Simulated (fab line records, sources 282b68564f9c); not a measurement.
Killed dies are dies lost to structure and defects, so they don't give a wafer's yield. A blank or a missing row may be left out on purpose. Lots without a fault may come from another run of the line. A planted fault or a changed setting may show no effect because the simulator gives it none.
Which tool did it? | flow rit_cmos | 7 lots, 21 wafers sampled, at 2 steps of a route of 202

WHAT THE GAUGES READ, wafer by wafer
RIT_PLDD_TW_MEAS_10.
lot  | measured    | on            | PLDD_TW
L483 | day 3 00:11 | film_metro-02 | 2313 2311 2298
L485 | day 3 11:58 | film_metro-04 | 2323 2344 2341
L488 | day 4 03:29 | film_metro-03 | 2355 2360 2351
L493 | day 5 04:05 | film_metro-03 | 2361 2362 2360
L496 | day 5 21:15 | film_metro-04 | 2627 2630 2621 2622 2626 2621
L501 | day 6 19:38 | film_metro-04 | 2355 2352 2343
L505 | day 7 20:38 | film_metro-04 | 2327 2314 2328

WHICH TOOL RAN EACH LOT (tool, then ch and the chambers of the sampled wafers, then the start)
lot  | RIT_PLDD_IMPLANT_08
L483 | implanter-03 ch 0, day 2 23:53
L485 | implanter-01 ch 0, day 3 11:38
L488 | implanter-03 ch 0, day 4 03:09
L493 | implanter-03 ch 0, day 5 03:46
L496 | implanter-02 ch 0, day 5 20:55
L501 | implanter-03 ch 0, day 6 19:19
L505 | implanter-03 ch 0, day 7 20:19
- RIT_PLDD_IMPLANT_08

THE ANSWER, worked out from the rows above alone
Rule: what is usual is taken from the lots themselves. Put in order of their means at a reading, lots are off if they are a third of the lots or fewer, leave a main group of 4 or more, and stand apart from it by a gap of 3 or more times the standard deviation of the main group's means; of several such gaps the widest counts. A main group whose means are all the same, to the digits that the tables above print for the reading, isn't used. A lot without any number at a reading at which 4 lots or more have one is off too. The other lots that the step has rows for count as sound.
Off: L496, at RIT_PLDD_TW_MEAS_10 (PLDD_TW). The main group: mean 2339, standard deviation 19.
A tool fits if, at a process step before that reading, it ran every lot that is off, and no sound lot after the first of them. The gauges at RIT_PLDD_TW_MEAS_10 are tried like those tools. One fits: implanter-02 at RIT_PLDD_IMPLANT_08. It ran no sound lot before its first lot that is off in this sample, so the start can't be narrowed down.

WHAT THE SIMULATOR HAD PUT IN
Process parameter drift: implanter-02, from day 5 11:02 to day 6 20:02, at RIT_PLDD_IMPLANT_08. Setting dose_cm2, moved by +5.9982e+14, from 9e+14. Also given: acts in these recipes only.
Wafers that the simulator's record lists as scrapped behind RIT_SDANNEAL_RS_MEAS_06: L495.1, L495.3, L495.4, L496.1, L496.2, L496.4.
Lots struck among those shown: L496. The rule above found the same.
